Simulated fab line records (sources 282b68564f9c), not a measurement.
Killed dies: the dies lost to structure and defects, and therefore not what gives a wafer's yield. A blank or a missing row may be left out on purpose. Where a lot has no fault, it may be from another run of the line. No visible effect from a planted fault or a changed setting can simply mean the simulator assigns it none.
fab line records || flow ritCmos
record {"lots": 7, "wafers": 21, "lastDay": 6}
route steps=202 shown PRETRO@64 GATE@75 M1@202
lots with no fault: from the same line, run without faults
startH: start of the lot's first displayed wafer, in hours after the record's first day || waitH: how many hours have passed since the lot's step before this one || " unchanged from the row above || L1.1+2: one row covering several wafers at once || - value missing, or start not given || * or withheld: withheld || < > ~ a bound
route shown NAME@n: NAME is a module with steps in the file, n the number in the route of the first one || usual: mean/standard deviation taken from wafers without a fault || same: alike in all rows || chamber/n: place in a boat || sites: per-site readings || _std_site: the values' standard deviation || _edge_site: the outer-site mean with the inner-site mean subtracted || radiusMm: how far each site lies from the wafer's centre || mask NAME#n: copy n || behind: the most recent tool/chamber to have shaped the wafer || hold: why the lot went on hold/how many hours it stayed there/how the hold came to an end || device: transistor that didn't switch, given as n, p or np || end of line: the same wafers' tests at the end of the route || for a step that has no rows: nothing shown but its recipe || killed: the dies lost at the first sort to structure and to defects; this is not the yield of the wafer || map: a wafer's dies, x killed, . not, _ none there
set.NAME: the setting as run; set.NAME@STEP: as run at that earlier step || model.NAME: the simulator's own value behind a step, which no gauge read
lots at some steps of the route; a table a step, a row a wafer
services: when a tool's chamber went out of use (startH, in hours from the record's first day, below 0 if earlier), for how many hours, and the reason
## steps
# step RIT_PRETRO_HMDS_00
# recipe {"primeTimeS": 60, "primeTempC": 140}
# step RIT_PRETRO_COAT_01
# recipe {"resist": "NOVOLAK", "spinRpm": 2000, "resistThkNm": 1300}
# step RIT_PRETRO_SOFTBAKE_02
# recipe {"resist": "NOVOLAK", "tempC": 90, "timeS": 60}
# step RIT_PRETRO_EXPOSE_03
# recipe {"maskId": "M5", "na": 0.57, "targetCdNm": 43700, "doseMj": 250}
# step RIT_PRETRO_PEB_04
# recipe {"resist": "NOVOLAK", "tempC": "withheld", "timeS": "withheld"}
# step RIT_PRETRO_DEVELOP_05
# recipe {"resist": "NOVOLAK", "developTimeS": 68, "devTempC": 23}
# step RIT_PRETRO_OVL_MEAS_06
# usual {"PRETRO_OVL": "-0.6/1.5"}
{"lot.wafer": "L757.2", "tool": "overlay-02", "chamber": "-", "startH": 36.98, "waitH": "-", "PRETRO_OVL[nm]": -1.2}
{"lot.wafer": "L757.4", "tool": "overlay-02", "chamber": "-", "startH": 36.98, "waitH": "-", "PRETRO_OVL[nm]": 0.0}
{"lot.wafer": "L757.5", "tool": "overlay-02", "chamber": "-", "startH": 36.98, "waitH": "-", "PRETRO_OVL[nm]": -1.2}
{"lot.wafer": "L759.1", "tool": "overlay-02", "chamber": "-", "startH": 50.35, "waitH": "-", "PRETRO_OVL[nm]": 0.2}
{"lot.wafer": "L759.2", "tool": "overlay-02", "chamber": "-", "startH": 50.35, "waitH": "-", "PRETRO_OVL[nm]": -0.8}
{"lot.wafer": "L759.4", "tool": "overlay-02", "chamber": "-", "startH": 50.35, "waitH": "-", "PRETRO_OVL[nm]": -1.4}
{"lot.wafer": "L762.1", "tool": "overlay-01", "chamber": "-", "startH": 61.97, "waitH": "-", "PRETRO_OVL[nm]": -0.5}
{"lot.wafer": "L762.4", "tool": "overlay-01", "chamber": "-", "startH": 61.97, "waitH": "-", "PRETRO_OVL[nm]": -0.2}
{"lot.wafer": "L762.5", "tool": "overlay-01", "chamber": "-", "startH": 61.97, "waitH": "-", "PRETRO_OVL[nm]": -0.4}
{"lot.wafer": "L764.1", "tool": "overlay-01", "chamber": "-", "startH": 71.20, "waitH": "-", "PRETRO_OVL[nm]": -1.2}
{"lot.wafer": "L764.3", "tool": "overlay-01", "chamber": "-", "startH": 71.20, "waitH": "-", "PRETRO_OVL[nm]": -0.9}
{"lot.wafer": "L764.5", "tool": "overlay-01", "chamber": "-", "startH": 71.20, "waitH": "-", "PRETRO_OVL[nm]": -1.3}
{"lot.wafer": "L765.2", "tool": "overlay-02", "chamber": "-", "startH": 75.54, "waitH": "-", "PRETRO_OVL[nm]": -2.8}
{"lot.wafer": "L765.3", "tool": "overlay-02", "chamber": "-", "startH": 75.54, "waitH": "-", "PRETRO_OVL[nm]": -1.8}
{"lot.wafer": "L765.6", "tool": "overlay-02", "chamber": "-", "startH": 75.54, "waitH": "-", "PRETRO_OVL[nm]": -0.5}
{"lot.wafer": "L773.2", "tool": "overlay-02", "chamber": "-", "startH": 116.92, "waitH": "-", "PRETRO_OVL[nm]": 0.7}
{"lot.wafer": "L773.5", "tool": "overlay-02", "chamber": "-", "startH": 116.92, "waitH": "-", "PRETRO_OVL[nm]": 2.0}
{"lot.wafer": "L773.6", "tool": "overlay-02", "chamber": "-", "startH": 116.92, "waitH": "-", "PRETRO_OVL[nm]": 3.0}
{"lot.wafer": "L774.1", "tool": "overlay-02", "chamber": "-", "startH": 121.72, "waitH": "-", "PRETRO_OVL[nm]": -1.2}
{"lot.wafer": "L774.4", "tool": "overlay-02", "chamber": "-", "startH": 121.72, "waitH": "-", "PRETRO_OVL[nm]": -2.0}
{"lot.wafer": "L774.5", "tool": "overlay-02", "chamber": "-", "startH": 121.72, "waitH": "-", "PRETRO_OVL[nm]": -1.8}
# step RIT_PRETRO_HARDBAKE_07
# recipe {"resist": "NOVOLAK", "tempC": 140, "timeS": 120}
# step RIT_PRETRO_IMPLANT_08
# recipe {"species": "B", "energyKev": 45, "doseCm2": 1.2e+13, "tiltDeg": 7}
# step RIT_PRETRO_STRIP_09
# recipe {"chemistry": "O2", "timeS": 180, "resist": "NOVOLAK", "platenTempC": "withheld", "powerW": 500, "pressureMtorr": 4000, "o2FlowSccm": 4000}
# usual {"drypumpMotorCurrentA": "6.0/0.53"}
{"lot.wafer": "L757.2", "tool": "plasmaAsher-02", "chamber": 1, "startH": 37.41, "waitH": 0.1, "drypumpMotorCurrentA": 6.4, "rfHoursCounterH": 24}
{"lot.wafer": "L757.4", "tool": "plasmaAsher-02", "chamber": 0, "startH": 37.41, "waitH": 0.1, "drypumpMotorCurrentA": 6.1, "rfHoursCounterH": "-"}
{"lot.wafer": "L757.5", "tool": "plasmaAsher-02", "chamber": 0, "startH": 37.41, "waitH": 0.1, "drypumpMotorCurrentA": 6.1, "rfHoursCounterH": "-"}
{"lot.wafer": "L759.1", "tool": "plasmaAsher-03", "chamber": 0, "startH": 50.79, "waitH": 0.1, "drypumpMotorCurrentA": 6.4, "rfHoursCounterH": 38}
{"lot.wafer": "L759.2", "tool": "plasmaAsher-03", "chamber": 1, "startH": 50.79, "waitH": 0.1, "drypumpMotorCurrentA": 5.6, "rfHoursCounterH": 38}
{"lot.wafer": "L759.4", "tool": "plasmaAsher-03", "chamber": 1, "startH": 50.79, "waitH": 0.1, "drypumpMotorCurrentA": 5.6, "rfHoursCounterH": "-"}
{"lot.wafer": "L762.1", "tool": "plasmaAsher-03", "chamber": 1, "startH": 62.41, "waitH": 0.1, "drypumpMotorCurrentA": 5.6, "rfHoursCounterH": 40}
{"lot.wafer": "L762.4", "tool": "plasmaAsher-03", "chamber": 1, "startH": 62.41, "waitH": 0.1, "drypumpMotorCurrentA": 5.6, "rfHoursCounterH": "-"}
{"lot.wafer": "L762.5", "tool": "plasmaAsher-03", "chamber": 0, "startH": 62.41, "waitH": 0.1, "drypumpMotorCurrentA": 6.5, "rfHoursCounterH": "-"}
{"lot.wafer": "L764.1", "tool": "plasmaAsher-01", "chamber": 0, "startH": 71.63, "waitH": 0.1, "drypumpMotorCurrentA": 6.6, "rfHoursCounterH": 44}
{"lot.wafer": "L764.3", "tool": "plasmaAsher-01", "chamber": 0, "startH": 71.63, "waitH": 0.1, "drypumpMotorCurrentA": 6.6, "rfHoursCounterH": "-"}
{"lot.wafer": "L764.5", "tool": "plasmaAsher-01", "chamber": 0, "startH": 71.63, "waitH": 0.1, "drypumpMotorCurrentA": 6.6, "rfHoursCounterH": "-"}
{"lot.wafer": "L765.2", "tool": "plasmaAsher-01", "chamber": 1, "startH": 75.97, "waitH": 0.1, "drypumpMotorCurrentA": 5.1, "rfHoursCounterH": 44}
{"lot.wafer": "L765.3", "tool": "plasmaAsher-01", "chamber": 1, "startH": 75.97, "waitH": 0.1, "drypumpMotorCurrentA": 5.1, "rfHoursCounterH": "-"}
{"lot.wafer": "L765.6", "tool": "plasmaAsher-01", "chamber": 0, "startH": 75.97, "waitH": 0.1, "drypumpMotorCurrentA": 6.6, "rfHoursCounterH": "-"}
{"lot.wafer": "L773.2", "tool": "plasmaAsher-03", "chamber": 0, "startH": 117.35, "waitH": 0.1, "drypumpMotorCurrentA": 6.4, "rfHoursCounterH": 46}
{"lot.wafer": "L773.5", "tool": "plasmaAsher-03", "chamber": 1, "startH": 117.35, "waitH": 0.1, "drypumpMotorCurrentA": 5.6, "rfHoursCounterH": "-"}
{"lot.wafer": "L773.6", "tool": "plasmaAsher-03", "chamber": 0, "startH": 117.35, "waitH": 0.1, "drypumpMotorCurrentA": 6.4, "rfHoursCounterH": "-"}
{"lot.wafer": "L774.1", "tool": "plasmaAsher-03", "chamber": 0, "startH": 122.16, "waitH": 0.1, "drypumpMotorCurrentA": 6.4, "rfHoursCounterH": 47}
{"lot.wafer": "L774.4", "tool": "plasmaAsher-03", "chamber": 1, "startH": 122.16, "waitH": 0.1, "drypumpMotorCurrentA": 5.6, "rfHoursCounterH": "-"}
{"lot.wafer": "L774.5", "tool": "plasmaAsher-03", "chamber": 0, "startH": 122.16, "waitH": 0.1, "drypumpMotorCurrentA": 6.4, "rfHoursCounterH": "-"}
# step RIT_PRETRO_TW_MEAS_10
# usual {"PRETRO_TW": "475.4/3"}
{"lot.wafer": "L757.2", "tool": "filmMetro-04", "chamber": "-", "startH": 37.60, "waitH": 0.1, "PRETRO_TW": 479.0}
{"lot.wafer": "L757.4", "tool": "filmMetro-04", "chamber": "-", "startH": 37.60, "waitH": 0.1, "PRETRO_TW": 481.3}
{"lot.wafer": "L757.5", "tool": "filmMetro-04", "chamber": "-", "startH": 37.60, "waitH": 0.1, "PRETRO_TW": 481.3}
{"lot.wafer": "L759.1", "tool": "filmMetro-02", "chamber": "-", "startH": 50.96, "waitH": 0.1, "PRETRO_TW": 472.2}
{"lot.wafer": "L759.2", "tool": "filmMetro-02", "chamber": "-", "startH": 50.96, "waitH": 0.1, "PRETRO_TW": 475.9}
{"lot.wafer": "L759.4", "tool": "filmMetro-02", "chamber": "-", "startH": 50.96, "waitH": 0.1, "PRETRO_TW": 474.0}
{"lot.wafer": "L762.1", "tool": "filmMetro-03", "chamber": "-", "startH": 62.58, "waitH": 0.1, "PRETRO_TW": 471.5}
{"lot.wafer": "L762.4", "tool": "filmMetro-03", "chamber": "-", "startH": 62.58, "waitH": 0.1, "PRETRO_TW": 472.3}
{"lot.wafer": "L762.5", "tool": "filmMetro-03", "chamber": "-", "startH": 62.58, "waitH": 0.1, "PRETRO_TW": 473.2}
{"lot.wafer": "L764.1", "tool": "filmMetro-04", "chamber": "-", "startH": 71.81, "waitH": 0.1, "PRETRO_TW": 480.9}
{"lot.wafer": "L764.3", "tool": "filmMetro-04", "chamber": "-", "startH": 71.81, "waitH": 0.1, "PRETRO_TW": 482.0}
{"lot.wafer": "L764.5", "tool": "filmMetro-04", "chamber": "-", "startH": 71.81, "waitH": 0.1, "PRETRO_TW": 480.8}
{"lot.wafer": "L765.2", "tool": "filmMetro-03", "chamber": "-", "startH": 76.16, "waitH": 0.1, "PRETRO_TW": 474.8}
{"lot.wafer": "L765.3", "tool": "filmMetro-03", "chamber": "-", "startH": 76.16, "waitH": 0.1, "PRETRO_TW": 476.4}
{"lot.wafer": "L765.6", "tool": "filmMetro-03", "chamber": "-", "startH": 76.16, "waitH": 0.1, "PRETRO_TW": 475.4}
{"lot.wafer": "L773.2", "tool": "filmMetro-03", "chamber": "-", "startH": 117.53, "waitH": 0.1, "PRETRO_TW": 477.9}
{"lot.wafer": "L773.5", "tool": "filmMetro-03", "chamber": "-", "startH": 117.53, "waitH": 0.1, "PRETRO_TW": 477.7}
{"lot.wafer": "L773.6", "tool": "filmMetro-03", "chamber": "-", "startH": 117.53, "waitH": 0.1, "PRETRO_TW": 476.4}
{"lot.wafer": "L774.1", "tool": "filmMetro-04", "chamber": "-", "startH": 122.33, "waitH": 0.1, "PRETRO_TW": 478.6}
{"lot.wafer": "L774.4", "tool": "filmMetro-04", "chamber": "-", "startH": 122.33, "waitH": 0.1, "PRETRO_TW": 480.7}
{"lot.wafer": "L774.5", "tool": "filmMetro-04", "chamber": "-", "startH": 122.33, "waitH": 0.1, "PRETRO_TW": 480.0}
# step RIT_GATE_WET_ETCH_00
# recipe {"chemistry": "BOE", "target": "SiO2", "targetDepthNm": 56, "timeS": 60, "dry": "n2Spin", "dilution": "10:1", "tempC": 21.5}
# step RIT_GATE_CLEAN_01
# recipe {"chemistry": "SC1", "mix": "3:3:50", "timeS": 600, "tempC": 75}
# usual {"runLengthS": "628.1/3"}
{"lot.wafer": "L757.2", "tool": "wetBench-02", "chamber": 0, "startH": 37.67, "waitH": 0.0, "runLengthS": 627.3}
{"lot.wafer": "L757.4", "tool": "wetBench-02", "chamber": 0, "startH": 37.67, "waitH": 0.0, "runLengthS": 627.3}
{"lot.wafer": "L757.5", "tool": "wetBench-02", "chamber": 0, "startH": 37.67, "waitH": 0.0, "runLengthS": 627.3}
{"lot.wafer": "L759.1", "tool": "wetBench-04", "chamber": 0, "startH": 51.05, "waitH": 0.0, "runLengthS": 628.0}
{"lot.wafer": "L759.2", "tool": "wetBench-04", "chamber": 0, "startH": 51.05, "waitH": 0.0, "runLengthS": 628.0}
{"lot.wafer": "L759.4", "tool": "wetBench-04", "chamber": 0, "startH": 51.05, "waitH": 0.0, "runLengthS": 628.0}
{"lot.wafer": "L762.1", "tool": "wetBench-04", "chamber": 2, "startH": 62.67, "waitH": 0.0, "runLengthS": 666.6}
{"lot.wafer": "L762.4", "tool": "wetBench-04", "chamber": 2, "startH": 62.67, "waitH": 0.0, "runLengthS": 666.6}
{"lot.wafer": "L762.5", "tool": "wetBench-04", "chamber": 2, "startH": 62.67, "waitH": 0.0, "runLengthS": 666.6}
{"lot.wafer": "L764.1", "tool": "wetBench-04", "chamber": 1, "startH": 71.89, "waitH": 0.0, "runLengthS": 667.8}
{"lot.wafer": "L764.3", "tool": "wetBench-04", "chamber": 1, "startH": 71.89, "waitH": 0.0, "runLengthS": 667.8}
{"lot.wafer": "L764.5", "tool": "wetBench-04", "chamber": 1, "startH": 71.89, "waitH": 0.0, "runLengthS": 667.8}
{"lot.wafer": "L765.2", "tool": "wetBench-04", "chamber": 2, "startH": 76.23, "waitH": 0.0, "runLengthS": 667.1}
{"lot.wafer": "L765.3", "tool": "wetBench-04", "chamber": 2, "startH": 76.23, "waitH": 0.0, "runLengthS": 667.1}
{"lot.wafer": "L765.6", "tool": "wetBench-04", "chamber": 2, "startH": 76.23, "waitH": 0.0, "runLengthS": 667.1}
{"lot.wafer": "L773.2", "tool": "wetBench-02", "chamber": 0, "startH": 117.61, "waitH": 0.0, "runLengthS": 628.1}
{"lot.wafer": "L773.5", "tool": "wetBench-02", "chamber": 0, "startH": 117.61, "waitH": 0.0, "runLengthS": 628.1}
{"lot.wafer": "L773.6", "tool": "wetBench-02", "chamber": 0, "startH": 117.61, "waitH": 0.0, "runLengthS": 628.1}
{"lot.wafer": "L774.1", "tool": "wetBench-02", "chamber": 2, "startH": 122.44, "waitH": 0.0, "runLengthS": 624.6}
{"lot.wafer": "L774.4", "tool": "wetBench-02", "chamber": 2, "startH": 122.44, "waitH": 0.0, "runLengthS": 624.6}
{"lot.wafer": "L774.5", "tool": "wetBench-02", "chamber": 2, "startH": 122.44, "waitH": 0.0, "runLengthS": 624.6}
# step RIT_GATE_CLEAN_02
# recipe {"chemistry": "dHF", "dilution": "50:1", "timeS": 30}
# step RIT_M1_PROBE_99
# usual {"killedAtContacts": "0.1/0.25", "killedAtFrontEnd": "8/3.3", "killedDies": "8/3.3", "killedOnRim": "2.2/1.6", "killedOpen": "3.9/2.1", "killedShort": "3.8/2.2"}
# same {"grossDies": 264, "killed_at_M0_to_M3": 0, "killed_at_M4_up": 0, "killedAtBackSide": 0, "killedAtOther": 0}
{"lot.wafer": "L757.2", "tool": "prober-02", "chamber": "-", "startH": 68.44, "waitH": 0.1, "killedAtContacts": 1, "killedAtFrontEnd": 8, "killedDies": 9, "killedOnRim": 4, "killedOpen": 6, "killedShort": 3}
{"lot.wafer": "L757.4", "tool": "prober-02", "chamber": "-", "startH": 68.54, "waitH": 0.2, "killedAtContacts": 0, "killedAtFrontEnd": 9, "killedDies": 9, "killedOnRim": 5, "killedOpen": 5, "killedShort": 4}
{"lot.wafer": "L757.5", "tool": "prober-02", "chamber": "-", "startH": 68.59, "waitH": 0.2, "killedAtContacts": 0, "killedAtFrontEnd": 8, "killedDies": 8, "killedOnRim": 2, "killedOpen": 4, "killedShort": 4}
{"lot.wafer": "L759.1", "tool": "prober-01", "chamber": "-", "startH": 79.46, "waitH": 0.1, "killedAtContacts": 0, "killedAtFrontEnd": 7, "killedDies": 7, "killedOnRim": 1, "killedOpen": 2, "killedShort": 5}
{"lot.wafer": "L759.2", "tool": "prober-01", "chamber": "-", "startH": 79.51, "waitH": 0.1, "killedAtContacts": 0, "killedAtFrontEnd": 3, "killedDies": 3, "killedOnRim": 1, "killedOpen": 1, "killedShort": 1}
{"lot.wafer": "L759.4", "tool": "prober-01", "chamber": "-", "startH": 79.61, "waitH": 0.2, "killedAtContacts": 0, "killedAtFrontEnd": 3, "killedDies": 3, "killedOnRim": 0, "killedOpen": 3, "killedShort": 0}
{"lot.wafer": "L762.1", "tool": "prober-01", "chamber": "-", "startH": 91.92, "waitH": 0.1, "killedAtContacts": 0, "killedAtFrontEnd": 13, "killedDies": 13, "killedOnRim": 2, "killedOpen": 6, "killedShort": 7}
{"lot.wafer": "L762.4", "tool": "prober-01", "chamber": "-", "startH": 92.07, "waitH": 0.2, "killedAtContacts": 0, "killedAtFrontEnd": 2, "killedDies": 2, "killedOnRim": 2, "killedOpen": 1, "killedShort": 1}
{"lot.wafer": "L762.5", "tool": "prober-01", "chamber": "-", "startH": 92.12, "waitH": 0.2, "killedAtContacts": 0, "killedAtFrontEnd": 7, "killedDies": 7, "killedOnRim": 1, "killedOpen": 6, "killedShort": 1}
{"lot.wafer": "L764.1", "tool": "prober-02", "chamber": "-", "startH": 98.70, "waitH": 0.1, "killedAtContacts": 0, "killedAtFrontEnd": 4, "killedDies": 4, "killedOnRim": 1, "killedOpen": 1, "killedShort": 3}
{"lot.wafer": "L764.3", "tool": "prober-02", "chamber": "-", "startH": 98.80, "waitH": 0.2, "killedAtContacts": 0, "killedAtFrontEnd": 15, "killedDies": 15, "killedOnRim": 2, "killedOpen": 9, "killedShort": 6}
{"lot.wafer": "L764.5", "tool": "prober-02", "chamber": "-", "startH": 98.90, "waitH": 0.2, "killedAtContacts": 0, "killedAtFrontEnd": 11, "killedDies": 11, "killedOnRim": 5, "killedOpen": 4, "killedShort": 7}
{"lot.wafer": "L765.2", "tool": "prober-01", "chamber": "-", "startH": 103.72, "waitH": 0.1, "killedAtContacts": 0, "killedAtFrontEnd": 8, "killedDies": 8, "killedOnRim": 1, "killedOpen": 4, "killedShort": 4}
{"lot.wafer": "L765.3", "tool": "prober-01", "chamber": "-", "startH": 103.77, "waitH": 0.2, "killedAtContacts": 0, "killedAtFrontEnd": 5, "killedDies": 5, "killedOnRim": 2, "killedOpen": 5, "killedShort": 0}
{"lot.wafer": "L765.6", "tool": "prober-01", "chamber": "-", "startH": 103.92, "waitH": 0.2, "killedAtContacts": 0, "killedAtFrontEnd": 12, "killedDies": 12, "killedOnRim": 1, "killedOpen": 7, "killedShort": 5}
{"lot.wafer": "L773.2", "tool": "prober-01", "chamber": "-", "startH": 146.01, "waitH": 0.1, "killedAtContacts": 0, "killedAtFrontEnd": 9, "killedDies": 9, "killedOnRim": 0, "killedOpen": 3, "killedShort": 6}
{"lot.wafer": "L773.5", "tool": "prober-01", "chamber": "-", "startH": 146.16, "waitH": 0.2, "killedAtContacts": 0, "killedAtFrontEnd": 6, "killedDies": 6, "killedOnRim": 2, "killedOpen": 4, "killedShort": 2}
{"lot.wafer": "L773.6", "tool": "prober-01", "chamber": "-", "startH": 146.21, "waitH": 0.2, "killedAtContacts": 0, "killedAtFrontEnd": 8, "killedDies": 8, "killedOnRim": 1, "killedOpen": 2, "killedShort": 6}
{"lot.wafer": "L774.1", "tool": "prober-02", "chamber": "-", "startH": 149.34, "waitH": 0.1, "killedAtContacts": 0, "killedAtFrontEnd": 16, "killedDies": 16, "killedOnRim": 5, "killedOpen": 7, "killedShort": 9}
{"lot.wafer": "L774.4", "tool": "prober-02", "chamber": "-", "startH": 149.49, "waitH": 0.2, "killedAtContacts": 0, "killedAtFrontEnd": 12, "killedDies": 12, "killedOnRim": 5, "killedOpen": 6, "killedShort": 6}
{"lot.wafer": "L774.5", "tool": "prober-02", "chamber": "-", "startH": 149.54, "waitH": 0.2, "killedAtContacts": 1, "killedAtFrontEnd": 7, "killedDies": 8, "killedOnRim": 1, "killedOpen": 3, "killedShort": 5}
# killed by level:class
L757.2 SILICIDE:geometricParticle:open=2 FOX1:geometricParticle:open=1 GATE:geometricParticle:open=1 GATE:geometricParticle:short=1 REOX:geometricParticle:open=1 SPACER:geometricParticle:open=1 SILICIDE:geometricParticle:short=1 CONTACT:geometricParticle:short=1
L757.4 GATE:geometricParticle:open=2 SPACER:geometricParticle:short=2 FOX1:geometricParticle:open=1 GATE:geometricParticle:short=1 SPACER:geometricParticle:open=1 SILICIDE:geometricParticle:open=1 SILICIDE:geometricParticle:short=1
L757.5 GATE:geometricParticle:open=3 SILICIDE:geometricParticle:short=2 FOX1:geometricParticle:short=1 FOX2:geometricParticle:open=1 GATE:geometricParticle:short=1
L759.1 GATE:geometricParticle:open=2 SPACER:geometricParticle:short=2 FOX2:geometricParticle:short=1 GATE:geometricParticle:short=1 REOX:geometricParticle:short=1
L759.2 FOX1:geometricParticle:open=1 GATE:geometricParticle:short=1 ACTIVE:coatMicrobubblePrinted=1
L759.4 GATE:geometricParticle:open=1 REOX:geometricParticle:open=1 SPACER:geometricParticle:open=1
L762.1 GATE:geometricParticle:open=5 GATE:geometricParticle:short=4 FOX1:geometricParticle:short=2 REOX:geometricParticle:open=1 SPACER:geometricParticle:short=1
L762.4 GATE:geometricParticle:open=1 SILICIDE:geometricParticle:short=1
L762.5 GATE:geometricParticle:open=2 FOX1:geometricParticle:open=1 REOX:geometricParticle:open=1 REOX:geometricParticle:short=1 SPACER:geometricParticle:open=1 SILICIDE:geometricParticle:open=1
L764.1 FOX2:geometricParticle:open=1 GATE:geometricParticle:short=1 REOX:geometricParticle:short=1 SPACER:geometricParticle:short=1
L764.3 GATE:geometricParticle:open=3 FOX1:geometricParticle:short=2 FOX1:geometricParticle:open=2 GATE:geometricParticle:short=2 SILICIDE:geometricParticle:open=2 FOX2:geometricParticle:short=1 REOX:geometricParticle:open=1 SPACER:geometricParticle:open=1
L764.5 FOX1:geometricParticle:short=3 FOX2:geometricParticle:short=2 FOX1:geometricParticle:open=1 SPACER:geometricParticle:open=1 GATE:geometricParticle:open=1 GATE:geometricParticle:short=1 SILICIDE:geometricParticle:open=1 SILICIDE:geometricParticle:short=1
L765.2 SPACER:geometricParticle:open=2 SILICIDE:geometricParticle:short=2 SILICIDE:geometricParticle:open=2 GATE:geometricParticle:short=1 SPACER:geometricParticle:short=1
L765.3 GATE:geometricParticle:open=3 REOX:geometricParticle:open=1 SILICIDE:geometricParticle:open=1
L765.6 GATE:geometricParticle:short=3 FOX2:geometricParticle:open=2 SPACER:geometricParticle:open=2 FOX1:geometricParticle:short=1 GATE:geometricParticle:open=1 REOX:geometricParticle:open=1 SPACER:geometricParticle:short=1 SILICIDE:geometricParticle:open=1
L773.2 FOX1:geometricParticle:short=2 GATE:geometricParticle:open=2 GATE:geometricParticle:short=2 SILICIDE:geometricParticle:short=2 SILICIDE:geometricParticle:open=1
L773.5 GATE:geometricParticle:open=2 GATE:geometricParticle:short=2 FOX2:geometricParticle:open=1 SPACER:geometricParticle:open=1
L773.6 GATE:geometricParticle:short=2 REOX:geometricParticle:short=2 SPACER:geometricParticle:short=2 GATE:geometricParticle:open=1 SPACER:geometricParticle:open=1
L774.1 SILICIDE:geometricParticle:short=3 FOX1:geometricParticle:open=2 FOX1:geometricParticle:short=2 GATE:geometricParticle:open=2 GATE:geometricParticle:short=2 SPACER:geometricParticle:short=2 REOX:geometricParticle:open=1 SPACER:geometricParticle:open=1
L774.4 GATE:geometricParticle:open=3 GATE:geometricParticle:short=2 SILICIDE:geometricParticle:open=2 SILICIDE:geometricParticle:short=2 REOX:geometricParticle:open=1 REOX:geometricParticle:short=1 SPACER:geometricParticle:short=1
L774.5 SILICIDE:geometricParticle:short=3 SILICIDE:geometricParticle:open=2 GATE:geometricParticle:open=1 SPACER:geometricParticle:short=1 CONTACT:geometricParticle:short=1
## services
{"tool": "plasmaAsher-03", "chamber": "-", "startH": 99.70, "hours": 4.1, "kind": "repair"}
{"tool": "plasmaAsher-01", "chamber": "-", "startH": 112.34, "hours": 9.9, "kind": "pm"}
## key
firstSign {"step": "RIT_GATE_CLEAN_01", "reading": "runLengthS", "direction": "up", "sigmas": 13, "usual": "*", "struck": "*"}
effect none on later readings
metAt RIT_GATE_CLEAN_01
struckWafers L762.1,L762.4,L762.5,L764.1,L764.3,L764.5,L765.2,L765.3,L765.6
testerLeftOut L762,L764,L765
onsetBetween 51.05 62.67
fault {"kind": "processParameterDrift", "tool": "wetBench-04", "chamber": "-", "onsetH": 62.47, "steps": "RIT_GATE_CLEAN_01", "channel": "timeS", "offset": "*", "shape": "step", "endH": 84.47, "actsIn": "*", "stated": "*"}
# testerLeftOut: of these lots the tester's yield and bins aren't shown, on N5 and GAA mostly nor the transistor test; their killed dies are dies lost to structure and defects alone, not to doping, threshold or leakage, so they don't give the yield
